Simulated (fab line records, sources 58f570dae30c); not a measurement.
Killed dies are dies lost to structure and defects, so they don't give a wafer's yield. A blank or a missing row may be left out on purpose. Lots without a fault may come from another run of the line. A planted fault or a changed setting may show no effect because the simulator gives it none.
Which tool did it? | flow berkeley_cmos170 | 7 lots, 21 wafers sampled, at 2 steps of a route of 331

WHAT THE GAUGES READ, wafer by wafer
UCB170_M2_CD_MEAS_15: target cd 700 nm.
lot  | measured     | on        | cd_nm (nm)
L626 | day 7 11:39  | cd_sem-02 | 697.0 698.3 697.9
L623 | day 7 11:56  | cd_sem-02 | 699.7 701.2 700.1
L628 | day 8 00:44  | cd_sem-02 | 698.6 698.9 699.2
L631 | day 8 16:52  | cd_sem-01 | 700.6 702.8 703.1
L635 | day 9 15:08  | cd_sem-02 | 697.7 696.7 697.6
L643 | day 11 10:54 | cd_sem-02 | 671.4 670.4 671.4
L646 | day 12 03:05 | cd_sem-01 | 698.9 700.4 698.7

WHICH TOOL RAN EACH LOT (tool, then ch and the chambers of the sampled wafers, then the start)
lot  | UCB170_M2_SOFTBAKE_11
L626 | litho_track-04 ch 0, day 7 10:00
L623 | litho_track-02 ch 0, day 7 11:00
L628 | litho_track-04 ch 0, day 8 00:00
L631 | litho_track-04 ch 0, day 8 16:00
L635 | litho_track-04 ch 0, day 9 14:00
L643 | litho_track-01 ch 0, day 11 10:00
L646 | litho_track-04 ch 0, day 12 02:00
- UCB170_M2_SOFTBAKE_11: time 60 s.

THE ANSWER, worked out from the rows above alone
Rule: what is usual is taken from the lots themselves. Put in order of their means at a reading, lots are off if they are a third of the lots or fewer, leave a main group of 4 or more, and stand apart from it by a gap of 3 or more times the standard deviation of the main group's means; of several such gaps the widest counts. A main group whose means are all the same, to the digits that the tables above print for the reading, isn't used. A lot without any number at a reading at which 4 lots or more have one is off too. The other lots that the step has rows for count as sound.
Off: L643, at UCB170_M2_CD_MEAS_15 (cd_nm). The main group: mean 699.3 nm, standard deviation 1.6.
A tool fits if, at a process step before that reading, it ran every lot that is off, and no sound lot after the first of them. The gauges at UCB170_M2_CD_MEAS_15 are tried like those tools. Can't be told from this: 2 tools fit, litho_track-01 at UCB170_M2_SOFTBAKE_11, cd_sem-02 at UCB170_M2_CD_MEAS_15.

WHAT THE SIMULATOR HAD PUT IN
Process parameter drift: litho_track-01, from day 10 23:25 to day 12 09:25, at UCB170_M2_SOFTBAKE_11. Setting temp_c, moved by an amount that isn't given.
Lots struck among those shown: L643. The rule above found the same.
